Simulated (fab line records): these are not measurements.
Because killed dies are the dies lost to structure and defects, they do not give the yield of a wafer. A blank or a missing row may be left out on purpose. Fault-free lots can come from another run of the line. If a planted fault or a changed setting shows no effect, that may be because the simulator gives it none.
A struck lot beside a sound one	flow berkeley cmos170	44 steps out of a route of 331
Sound: these wafers, L522.3, L522.4, L522.5. Wafers L541.2, L541.4, L541.5 were the ones struck. Last of all comes the cause.
Order at every step that has rows: each side's tool, ch and its chambers, its first start. Under that, the readings that differ: sound wafers	struck wafers	difference of the means	sigmas: that difference in standard deviations of wafers without a fault.
alike: a reading whose means differ by less than 2 such deviations, as well as words and numbers matching on both sides. not compared: withheld readings; readings where some wafer has no value; bounds like >300 that might hide an equal value; numbers whose values overlap and for which the record gives no deviation.
A row with sigmas, a row that says differs or no value, or rows on one side alone: a step with any of these is where the two part. Numbers that have no deviation but don't overlap get no sigmas and don't part them. Lack of a reading on every wafer of one side parts them only where that side has two or more wafers.

first, 1 step without rows for these wafers: UCB170_PVT_DEVELOP_05 (develop time 45 s).
UCB170_PVT_OVL_MEAS_06:
  sound: overlay-02 at day 6 17:04; struck: overlay-01 at day 10 18:41
reading	sound	struck	difference	sigmas
PVT_OVL (nm)	-7 -9 -11	8 5 4	+15	+2
after that, 1 step had no rows for these wafers: UCB170_PVT_IMPLANT_07.
UCB170_PVT_STRIP_08: strips in O2.
  sound on plasma asher-02 ch 0,1, day 6 17:16; struck on plasma asher-02 ch 0,1, day 10 18:52
  alike: drypump motor current A, oes product au, strip time to endpoint s
  not compared: rf hours counter h
UCB170_PVT_TW_MEAS_09:
  sound: film metro-01 at day 6 17:21; struck: film metro-04 at day 10 18:58
  alike: PVT_TW
then, 1 step without rows for these wafers: UCB170_GATE_WET_ETCH_00 (etches SiO2 in dHF, time 200 s).
UCB170_FIELD_THK_MEAS_91:
  sound: film metro-03 at day 6 17:37; struck: film metro-01 at day 10 19:05
  alike: FIELD_OXIDE_LEFT_2_THK
then, 1 step without rows for these wafers: UCB170_GATE_OXIDATION_01 (target thk 6.6 nm, ox time 1859 s).
UCB170_GATE_THK_MEAS_02:
  sound: film metro-04 at day 7 00:05; struck: film metro-02 at day 10 23:52
  alike: GATE_OXIDE_THK
then, 2 steps without rows for these wafers: UCB170_GATE_ANNEAL_03 (time 1800 s); UCB170_GATE_CVD_04 (deposits poly-Si from SiH4, time 1440 s, target thk 214 nm).
UCB170_GATE_THK_MEAS_05:
  sound: film metro-04 at day 7 13:49; struck: film metro-01 at day 11 06:47
  alike: GATE_POLY_THK
UCB170_GATE_COAT_06:
  sound on litho track-03 ch 0, day 7 13:55; struck on litho track-03 ch 0, day 11 07:08
  alike: dispense pressure kPa
then, 5 steps without rows for these wafers: UCB170_GATE_COAT_07 (resist thk 889.9 nm); UCB170_GATE_SOFTBAKE_08 (time 60 s); UCB170_GATE_EXPOSE_09 (exposes mask POLY, target cd 350 nm); UCB170_GATE_PEB_10; UCB170_GATE_DEVELOP_11 (develop time 45 s).
UCB170_GATE_CD_MEAS_12 targets a cd of 350 nm.
  sound: cd sem-02 at day 7 14:54; struck: cd sem-02 at day 11 08:07
  alike: cd nm
UCB170_GATE_OVL_MEAS_13:
  sound: overlay-01 at day 7 14:59; struck: overlay-01 at day 11 08:14
  alike: GATE_OVL
UCB170_GATE_ETCH_14: etches BARC in N2/H2.
  sound on rie diel-04 ch 0,1, day 7 15:01; struck on rie diel-03 ch 0,2, day 11 08:16
  alike: drypump motor current A, h2 flow sccm, oes product au, throttle valve pct
UCB170_GATE_ETCH_15: etches poly-Si in HBr/Cl2, stops on SiO2, time 56.3 s, target depth 278.2 nm.
  sound on rie si-02 ch 0,2,3, day 7 15:04; struck on rie si-02 ch 0,1, day 11 08:18
  alike: drypump motor current A, oes product au, throttle valve pct
  not compared: rf hours counter h
UCB170_GATE_STRIP_16: strips in O2.
  sound on plasma asher-03 ch 0,1, day 7 15:08; struck on plasma asher-04 ch 0, day 11 08:21
  alike: drypump motor current A, oes product au
  not compared: rf hours counter h
UCB170_GATE_CD_MEAS_90 targets a cd of 350 nm.
  sound: cd sem-01 at day 7 15:16; struck: cd sem-01 at day 11 08:31
  alike: cd nm
then, 7 steps without rows for these wafers: UCB170_GATE_CLEAN_17 (cleans in SPM, time 600 s); UCB170_PLDD_HMDS_00 (prime time 60 s); UCB170_PLDD_COAT_01 (resist thk 900 nm); UCB170_PLDD_SOFTBAKE_02 (time 60 s); UCB170_PLDD_EXPOSE_03 (exposes mask PSELECT, target cd 1200 nm); UCB170_PLDD_PEB_04; UCB170_PLDD_DEVELOP_05 (develop time 45 s).
UCB170_PLDD_CD_MEAS_06 targets a cd of 1200 nm.
  sound: cd sem-01 at day 7 16:34; struck: cd sem-02 at day 11 10:19
  alike: cd nm
UCB170_PLDD_OVL_MEAS_07:
  sound: overlay-02 at day 7 16:39; struck: overlay-02 at day 11 10:26
  alike: PLDD_OVL
then, 2 steps without rows for these wafers: UCB170_PLDD_IMPLANT_08; UCB170_PLDD_IMPLANT_09.
UCB170_PLDD_STRIP_10: strips in O2.
  sound on plasma asher-02 ch 0,1, day 7 17:01; struck on plasma asher-03 ch 0, day 11 10:46
  alike: drypump motor current A, oes product au, strip time to endpoint s
  not compared: rf hours counter h
UCB170_PLDD_TW_MEAS_11:
  sound: film metro-04 at day 7 17:06; struck: film metro-03 at day 11 10:52
  alike: PLDD_TW
then, 5 steps without rows for these wafers: UCB170_PLDD_CLEAN_12 (cleans in SPM, time 600 s); UCB170_NLDD_HMDS_00 (prime time 60 s); UCB170_NLDD_COAT_01 (resist thk 900 nm); UCB170_NLDD_SOFTBAKE_02 (time 60 s); UCB170_NLDD_EXPOSE_03 (exposes mask NSELECT, target cd 1200 nm).
UCB170_M1_ETCH_11: etches BARC in N2/H2.
  sound on rie diel-04 ch 0,1,3, day 8 11:40; struck on rie diel-02 ch 0,1,2, day 12 10:16
reading	sound	struck	difference	sigmas
model.M1.cd nm (nm)	696.6 699 700.1	708 706.7 706.1	+8	
  alike: drypump motor current A, h2 flow sccm, oes product au, throttle valve pct
UCB170_M1_METAL_ETCH_12: etches Al in Cl2/BCl3, stops on PSG, target depth 780 nm, time 130 s.
  sound on rie metal-04 ch 0, day 8 11:48; struck on rie metal-04 ch 0,1, day 12 10:19
reading	sound	struck	difference	sigmas
model.M1.cd nm (nm)	699.2 701.5 703.7	705.5 708.9 707.2	+5.7	
  alike: bcl3 flow sccm, drypump motor current A, oes product au, throttle valve pct
  not compared: rf hours counter h

WHERE THEY PART
Within this record, at UCB170_PVT_OVL_MEAS_06 only. Later steps at which nothing parts them and some readings are alike: UCB170_PVT_STRIP_08, UCB170_PVT_TW_MEAS_09, UCB170_FIELD_THK_MEAS_91, UCB170_GATE_THK_MEAS_02, UCB170_GATE_THK_MEAS_05, UCB170_GATE_COAT_06, UCB170_GATE_CD_MEAS_12, UCB170_GATE_OVL_MEAS_13, UCB170_GATE_ETCH_14, UCB170_GATE_ETCH_15, UCB170_GATE_STRIP_16, UCB170_GATE_CD_MEAS_90, UCB170_PLDD_CD_MEAS_06, UCB170_PLDD_OVL_MEAS_07, UCB170_PLDD_STRIP_10, UCB170_PLDD_TW_MEAS_11, UCB170_M1_ETCH_11, UCB170_M1_METAL_ETCH_12.

WHY: what had been put in by the simulator
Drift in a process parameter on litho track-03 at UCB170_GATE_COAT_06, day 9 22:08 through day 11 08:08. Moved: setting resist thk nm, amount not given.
